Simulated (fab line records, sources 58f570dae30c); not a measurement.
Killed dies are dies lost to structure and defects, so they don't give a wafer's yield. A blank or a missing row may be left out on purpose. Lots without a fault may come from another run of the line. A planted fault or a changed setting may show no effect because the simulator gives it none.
Which tool did it? | flow berkeley_cmos170 | 14 lots, 42 wafers sampled, at 4 steps of a route of 331

WHAT THE GAUGES READ, wafer by wafer
UCB170_PVT_OVL_MEAS_06. Usual: PVT_OVL -3 nm, standard deviation 5.
lot  | measured     | on         | PVT_OVL (nm) | flag
L496 | day 7 01:36  | overlay-02 | 5 3 4        |
L497 | day 7 03:01  | overlay-01 | -2 -3 -4     |
L498 | day 7 08:01  | overlay-02 | -8 -6 -6     |
L503 | day 8 09:41  | overlay-02 | - - -        | OFF
L505 | day 8 09:25  | overlay-01 | - - -        | OFF
L507 | day 9 05:23  | overlay-02 | -4 -8 -7     |
L508 | day 9 05:28  | overlay-02 | 4 6 8        |
L510 | day 9 21:23  | overlay-02 | -2 -9 -5     |
L512 | day 9 21:17  | overlay-02 | -8 -5 -4     |
L511 | day 10 11:43 | overlay-01 | -5 -2 -3     |
L513 | day 10 11:14 | overlay-02 | 1 0 3        |
L516 | day 11 06:23 | overlay-01 | -14 -11 -16  |
L515 | day 11 06:11 | overlay-01 | 4 4 -4       |
L517 | day 11 06:39 | overlay-01 | 2 0 0        |

WHICH TOOL RAN EACH LOT (tool, then ch and the chambers of the sampled wafers, then the start)
lot  | UCB170_ZERO_ETCH_06               | UCB170_PWELL_STRIP_16               | UCB170_PVT_COAT_01
L496 | rie_diel-01 ch 0,1,2, day 2 09:32 | plasma_asher-02 ch 0,1, day 3 18:12 | litho_track-02 ch 0, day 7 00:42
L497 | rie_diel-04 ch 0,1,3, day 2 13:36 | plasma_asher-01 ch 0,1, day 3 18:05 | litho_track-01 ch 0, day 7 01:43
L498 | rie_diel-04 ch 0,2,3, day 2 23:02 | plasma_asher-01 ch 0,1, day 4 06:04 | litho_track-01 ch 0, day 7 06:53
L503 | rie_diel-02 ch 1,2,3, day 3 19:49 | plasma_asher-04 ch 0,1, day 5 10:01 | litho_track-02, day 8 08:50
L505 | rie_diel-01 ch 1,2,3, day 4 01:04 | plasma_asher-04 ch 0,1, day 5 09:47 | litho_track-01, day 8 08:41
L507 | rie_diel-04 ch 0,3, day 4 14:47   | plasma_asher-01 ch 0,1, day 6 07:11 | litho_track-03 ch 0, day 9 03:59
L508 | rie_diel-04 ch 0,1,3, day 4 19:37 | plasma_asher-02 ch 0, day 6 06:53   | litho_track-03 ch 0, day 9 04:25
L510 | rie_diel-01 ch 1,2,3, day 5 08:09 | plasma_asher-02 ch 0,1, day 6 22:20 | litho_track-02 ch 0, day 9 20:42
L512 | rie_diel-04 ch 1,3, day 5 13:25   | plasma_asher-04 ch 0, day 6 21:25   | litho_track-01 ch 0, day 9 20:37
L511 | rie_diel-02 ch 0,1,3, day 5 13:41 | plasma_asher-01 ch 1, day 7 07:23   | litho_track-02 ch 0, day 10 10:40
L513 | rie_diel-04 ch 0,2,3, day 6 00:40 | plasma_asher-04 ch 0,1, day 7 07:44 | litho_track-03 ch 0, day 10 10:29
L516 | rie_diel-01 ch 0,2,3, day 6 09:03 | plasma_asher-01 ch 0,1, day 8 02:39 | litho_track-02 ch 0, day 11 05:24
L515 | rie_diel-04 ch 0,1, day 6 09:19   | plasma_asher-02 ch 0,1, day 8 02:21 | litho_track-01 ch 0, day 11 05:11
L517 | rie_diel-04 ch 1,2,3, day 6 16:47 | plasma_asher-04 ch 0,1, day 8 07:48 | litho_track-02 ch 0, day 11 05:48
- UCB170_ZERO_ETCH_06: etches SiO2 in CHF3/CF4/Ar, time 12 s.
- UCB170_PWELL_STRIP_16: strips in O2.
- UCB170_PVT_COAT_01: resist thk 900 nm.

WHAT THE TOOLS THEMSELVES READ (means of the sampled wafers that have a number; where no wafer has one, the mark that the record gives instead)
UCB170_ZERO_ETCH_06. Usual: drypump_motor_current_A 5.6 A, standard deviation 0.42; oes_product_au 0.616 a.u., standard deviation 0.013; throttle_valve_pct 9.28 %, standard deviation 0.16.
lot  | tool        | drypump_motor_current_A (A) | oes_product_au (a.u.) | throttle_valve_pct (%) | flag
L496 | rie_diel-01 | 5.9                         | 0.618                 | 9.27                   |
L497 | rie_diel-04 | 5.8                         | 0.618                 | 9.29                   |
L498 | rie_diel-04 | 5.6                         | 0.600                 | 9.23                   |
L503 | rie_diel-02 | 5.3                         | 0.615                 | 9.15                   |
L505 | rie_diel-01 | 6.1                         | 0.619                 | 9.39                   |
L507 | rie_diel-04 | 5.7                         | 0.607                 | 9.16                   |
L508 | rie_diel-04 | 5.8                         | 0.615                 | 9.28                   |
L510 | rie_diel-01 | 6.1                         | 0.622                 | 9.39                   |
L512 | rie_diel-04 | 5.6                         | 0.616                 | 9.28                   |
L511 | rie_diel-02 | 5.2                         | 0.609                 | 9.23                   |
L513 | rie_diel-04 | 5.7                         | 0.605                 | 9.22                   |
L516 | rie_diel-01 | 5.7                         | 0.627                 | 9.32                   |
L515 | rie_diel-04 | 5.9                         | 0.623                 | 9.26                   |
L517 | rie_diel-04 | 5.7                         | 0.615                 | 9.36                   |

UCB170_PWELL_STRIP_16. Usual: drypump_motor_current_A 5.9 A, standard deviation 0.69; o2_flow_sccm 400.3 sccm, standard deviation 1.2; oes_product_au 0.721 a.u., standard deviation 0.004; strip_time_to_endpoint_s 18.03 s, standard deviation 0.077.
lot  | tool            | drypump_motor_current_A (A) | o2_flow_sccm (sccm) | oes_product_au (a.u.) | strip_time_to_endpoint_s (s) | flag
L496 | plasma_asher-02 | 5.1                         | 400.0               | 0.718                 | 18.04                        |
L497 | plasma_asher-01 | 6.2                         | 401.2               | 0.725                 | 18.12                        |
L498 | plasma_asher-01 | 6.1                         | 399.6               | 0.723                 | 18.06                        |
L503 | plasma_asher-04 | 6.4                         | 401.9               | 0.719                 | 17.93                        |
L505 | plasma_asher-04 | 6.4                         | 401.2               | 0.719                 | 17.95                        |
L507 | plasma_asher-01 | 6.1                         | 400.4               | 0.721                 | 17.94                        |
L508 | plasma_asher-02 | 6.0                         | 400.3               | 0.719                 | 17.98                        |
L510 | plasma_asher-02 | 5.5                         | 399.0               | 0.720                 | 18.07                        |
L512 | plasma_asher-04 | 6.3                         | 400.7               | 0.720                 | 18.04                        |
L511 | plasma_asher-01 | 5.4                         | 400.2               | 0.724                 | 18.19                        |
L513 | plasma_asher-04 | 6.5                         | 400.9               | 0.716                 | 18.13                        |
L516 | plasma_asher-01 | 5.8                         | 400.4               | 0.721                 | 18.04                        |
L515 | plasma_asher-02 | 5.1                         | 401.7               | 0.722                 | 18.06                        |
L517 | plasma_asher-04 | 6.4                         | 400.2               | 0.721                 | 18.03                        |

UCB170_PVT_COAT_01. Usual: chill_plate_temp_C 22.98 C, standard deviation 0.11; dispense_pressure_kPa 46.4 kPa, standard deviation 2.5.
lot  | tool           | chill_plate_temp_C (C) | dispense_pressure_kPa (kPa) | flag
L496 | litho_track-02 | 23.04                  | 49.5                        |
L497 | litho_track-01 | 23.01                  | 45.2                        |
L498 | litho_track-01 | 22.98                  | 45.2                        |
L503 | litho_track-02 | -                      | -                           | OFF
L505 | litho_track-01 | -                      | -                           | OFF
L507 | litho_track-03 | 22.98                  | 43.5                        |
L508 | litho_track-03 | 22.94                  | 43.5                        |
L510 | litho_track-02 | 23.13                  | 49.5                        |
L512 | litho_track-01 | 22.93                  | 45.2                        |
L511 | litho_track-02 | 23.16                  | 49.5                        |
L513 | litho_track-03 | 23.05                  | 43.5                        |
L516 | litho_track-02 | 22.95                  | 49.5                        |
L515 | litho_track-01 | 23.08                  | 45.2                        |
L517 | litho_track-02 | 22.89                  | 49.5                        |

THE ANSWER, worked out from the rows above alone
Rule: a lot is off if the mean of its wafers that have a number lies more than 3 standard deviations from the usual mean. A lot without any number at a reading at which 4 lots or more have one is off too. The other lots that the step has rows for count as sound. The gauges are gone through in route order, then the tools' own readings, and for those a lot's mean is taken as printed above. The first step at which some lot is off is used, and at that step the reading that is off furthest; a lot without a number counts as furthest.
Off: L503, L505, at UCB170_PVT_OVL_MEAS_06 (PVT_OVL). Without a number there: L503, L505.
A tool fits if, at a process step before that reading, it ran every lot that is off, and no sound lot after the first of them. The gauges at UCB170_PVT_OVL_MEAS_06 aren't tried: what is off there is off at UCB170_PVT_COAT_01 too, on other tools, and a gauge's error can't cause that. None of those tried fits.

WHAT THE SIMULATOR HAD PUT IN
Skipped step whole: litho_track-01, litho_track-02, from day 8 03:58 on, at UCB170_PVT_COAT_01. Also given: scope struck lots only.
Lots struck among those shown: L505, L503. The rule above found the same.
